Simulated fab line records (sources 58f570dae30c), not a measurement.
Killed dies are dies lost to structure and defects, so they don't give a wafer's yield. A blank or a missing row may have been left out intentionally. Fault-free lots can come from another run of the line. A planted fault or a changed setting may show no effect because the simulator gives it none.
Commonality check across tools -- flow berkeley_cmos170 -- 42 wafers sampled across 14 lots

REASON FOR OPENING
3 of 14 lots carry a flag on the reading GATE_OXIDE_THK at UCB170_GATE_THK_MEAS_02. Wafers without a fault read 6.56 nm, standard deviation 0.11.
Rule: flag the lot when none of its wafers has a number, or when each of its wafers that has one lies beyond 4 standard deviations from that mean. The other lots count as sound.

lot,measured,on,"GATE_OXIDE_THK (nm), wafer by wafer",flag
L485,day 6 15:16,film_metro-04,6.34 6.32 6.26,
L488,day 6 15:16,film_metro-02,6.44 6.58 6.60,
L486,day 6 15:19,film_metro-04,6.72 6.67 6.81,
L487,day 6 15:20,film_metro-02,6.49 6.63 6.56,
L489,day 7 04:47,film_metro-02,6.49 6.40 6.57,
L490,day 7 10:41,film_metro-04,6.49 6.63 6.56,
L493,day 7 10:43,film_metro-01,6.39 6.40 6.39,
L491,day 7 10:46,film_metro-01,6.62 6.53 6.44,
L495,day 8 01:03,film_metro-01,8.82 8.83 8.80,FLAGGED
L494,day 8 01:04,film_metro-02,8.88 8.85 8.82,FLAGGED
L496,day 8 13:33,film_metro-02,8.80 8.84 9.05,FLAGGED
L501,day 9 01:54,film_metro-04,6.56 6.52 6.56,
L502,day 9 06:05,film_metro-04,6.59 6.60 6.61,
L508,day 10 19:02,film_metro-01,6.84 6.86 6.78,
The mean of the flagged lots' numbers is 8.85 nm, +2.29 nm from the usual (+21 standard deviations).

EACH LOT AND THE TOOL IT RAN ON
2 process steps preceding the reading are held in the record, out of 331 steps in the route. Every cell lists first the tool, next ch and the chambers used by the sampled wafers, and last the start.
lot,flag,UCB170_ZERO_STRIP_07,UCB170_GATE_OXIDATION_01
L485,,"plasma_asher-04 ch 0,1, day 1 23:10","furnace-02 ch 0, day 6 13:45"
L488,,"plasma_asher-03 ch 0,1, day 2 10:41","furnace-02 ch 0, day 6 13:45"
L486,,"plasma_asher-04 ch 0,1, day 2 03:52","furnace-02 ch 0, day 6 13:45"
L487,,"plasma_asher-04 ch 0,1, day 2 06:43","furnace-02 ch 0, day 6 13:45"
L489,,"plasma_asher-04 ch 0,1, day 2 15:54","furnace-02 ch 0, day 7 03:16"
L490,,"plasma_asher-03 ch 0,1, day 3 00:24","furnace-04 ch 0, day 7 09:11"
L493,,"plasma_asher-03 ch 0,1, day 3 09:51","furnace-04 ch 0, day 7 09:11"
L491,,"plasma_asher-04 ch 0,1, day 3 00:14","furnace-04 ch 0, day 7 09:11"
L495,FLAGGED,"plasma_asher-02 ch 0,1, day 3 22:10","furnace-04 ch 0, day 7 23:32"
L494,FLAGGED,"plasma_asher-03 ch 0,1, day 3 16:46","furnace-04 ch 0, day 7 23:32"
L496,FLAGGED,"plasma_asher-03 ch 0,1, day 4 05:39","furnace-04 ch 0, day 8 12:03"
L501,,"plasma_asher-03 ch 0,1, day 5 02:14","furnace-02 ch 0, day 9 00:23"
L502,,"plasma_asher-02 ch 0,1, day 5 05:53","furnace-02 ch 0, day 9 04:34"
L508,,"plasma_asher-03 ch 0,1, day 6 11:03","furnace-02 ch 0, day 10 17:32"
What the steps here do:
- UCB170_ZERO_STRIP_07: strips in O2.
- UCB170_GATE_OXIDATION_01: target thk 6.6 nm, ox time 1800 s.
- UCB170_GATE_THK_MEAS_02

FLAGGED AGAINST TOTAL, ONE TOOL AT A TIME (gauges that did the reading follow at the end)
step,tool,lots run,flagged,share of the flagged lots,sound lots run after its first flagged lot
UCB170_ZERO_STRIP_07,plasma_asher-02,2,1,some,1 (L502)
UCB170_ZERO_STRIP_07,plasma_asher-03,7,2,some,"2 (L501,L508)"
UCB170_ZERO_STRIP_07,plasma_asher-04,5,0,none,-
UCB170_GATE_OXIDATION_01,furnace-02,8,0,none,-
UCB170_GATE_OXIDATION_01,furnace-04,6,3,all,0
UCB170_GATE_THK_MEAS_02,film_metro-01,4,1,some,1 (L508)
UCB170_GATE_THK_MEAS_02,film_metro-02,5,2,some,0
UCB170_GATE_THK_MEAS_02,film_metro-04,5,0,none,-

WHAT IS ALLOWED BY THE TABLE
Rows of the table that ran each flagged lot: 1, that is furnace-04 at UCB170_GATE_OXIDATION_01.
- furnace-04 at UCB170_GATE_OXIDATION_01: 3 of its 6 lots flagged. It ran its last sound lot, L490, at day 7 09:11 and its first flagged lot, L494, at day 7 23:32: a fault with its onset between the two fits.
What remains is a single tool, furnace-04 at UCB170_GATE_OXIDATION_01.

WHAT WAS PUT IN BY THE SIMULATOR
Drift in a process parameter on furnace-04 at UCB170_GATE_OXIDATION_01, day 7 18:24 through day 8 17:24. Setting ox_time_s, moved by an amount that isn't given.
Struck lots among those shown: L495, L494, L496. Same finding as the rule above.
